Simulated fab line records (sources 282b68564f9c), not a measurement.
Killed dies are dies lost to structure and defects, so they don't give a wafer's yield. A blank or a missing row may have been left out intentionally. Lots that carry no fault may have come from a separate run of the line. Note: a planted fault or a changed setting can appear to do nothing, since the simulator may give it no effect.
What tool caused it?	flow rit_cmos	Sampling: 15 lots, 45 wafers, 2 of 202 route steps

WHAT THE GAUGES SHOWED, per wafer
RIT_PWELL_OVL_MEAS_06.
lot	measured	on	PWELL_OVL (nm)
L195	day 1 22:10	overlay-01	-0.4 0.3 0.3
L196	day 2 05:06	overlay-01	-1.0 -1.6 -1.9
L197	day 2 08:36	overlay-01	-0.2 0.4 -0.4
L198	day 2 15:49	overlay-02	-1.1 -0.3 -0.7
L199	day 2 20:54	overlay-02	1.1 1.5 0.2
L200	day 3 01:43	overlay-01	2.5 1.4 1.4
L201	day 3 05:45	overlay-01	- - - - - -
L203	day 3 14:28	overlay-02	- - - - - -
L207	day 4 11:35	overlay-02	- - - - - -
L208	day 4 21:19	overlay-01	0.2 -0.5 0.0
L209	day 4 22:44	overlay-02	2.5 2.2 1.1
L210	day 5 01:47	overlay-01	0.5 2.1 0.8
L213	day 5 20:13	overlay-02	1.9 0.7 1.2
L214	day 6 08:47	overlay-02	0.8 -1.2 1.5
L218	day 7 01:53	overlay-01	0.8 -0.1 -0.4

WHAT TOOL EACH LOT RAN ON (gives the tool, then ch and the chambers of the sampled wafers, and finally the start)
lot	RIT_PWELL_EXPOSE_03
L195	iline_stepper-02 ch 0, day 1 21:44
L196	iline_stepper-02 ch 0, day 2 04:41
L197	iline_stepper-01 ch 0, day 2 08:11
L198	iline_stepper-02 ch 0, day 2 15:23
L199	iline_stepper-01 ch 0, day 2 20:28
L200	iline_stepper-02 ch 0, day 3 01:17
L201	iline_stepper-01 ch 0, day 3 05:19
L203	iline_stepper-01 ch 0, day 3 13:59
L207	iline_stepper-01 ch 0, day 4 11:02
L208	iline_stepper-02 ch 0, day 4 20:53
L209	iline_stepper-02 ch 0, day 4 22:20
L210	iline_stepper-02 ch 0, day 5 01:22
L213	iline_stepper-02 ch 0, day 5 19:47
L214	iline_stepper-02 ch 0, day 6 08:22
L218	iline_stepper-02 ch 0, day 7 01:29
- RIT_PWELL_EXPOSE_03: exposes mask M3, target cd 43700 nm.

WHAT THE TOOLS THEMSELVES READ (means of the sampled wafers that have a number; where no wafer has one, the mark that the record gives instead)
The record holds no such reading with a usual standard deviation.

THE ANSWER, worked out from the rows above alone
Rule: what is usual is taken from the lots themselves. The widest of any qualifying gaps counts: lots, ordered by their means at a reading, are off when they make up no more than a third of the lots, leave a main group of 4 or more, and stand apart from it by 3 or more times the standard deviation of that group's means. A main group is skipped when, at the precision printed for the reading in the tables above, its means are all equal. Also off: a lot with no number at a reading for which 4 or more lots have one. The other lots that the step has rows for count as sound. After the gauges, taken in route order, come the tools' own readings; for these a lot's mean is taken, as printed above. The first step at which some lot is off is used, and at that step the reading that is off furthest; a lot without a number counts as furthest.
Off: L201, L203, L207, seen at RIT_PWELL_OVL_MEAS_06 (PWELL_OVL). Without a number there: L201, L203, L207. For the main group the mean is 0.4 nm and the standard deviation 0.97.
If a tool, at a process step before that reading, ran all the lots that are off and no sound lot after the first of them, it fits. Those tools and the gauges at RIT_PWELL_OVL_MEAS_06 are tried in the same way. One fits: iline_stepper-01 at RIT_PWELL_EXPOSE_03. A fault onset in the window from L199 (day 2 20:28, its last sound lot) to L201 (day 3 05:19, its first lot off) fits.

WHAT WAS PUT IN BY THE SIMULATOR
Scanner matching overlay: iline_stepper-01, from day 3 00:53 on, at RIT_PWELL_EXPOSE_03. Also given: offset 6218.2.
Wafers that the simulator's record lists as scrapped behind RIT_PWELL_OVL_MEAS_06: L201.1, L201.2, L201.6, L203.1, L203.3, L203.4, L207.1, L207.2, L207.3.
Struck lots among those shown: L201, L203, L207. This agrees with what the rule above found.
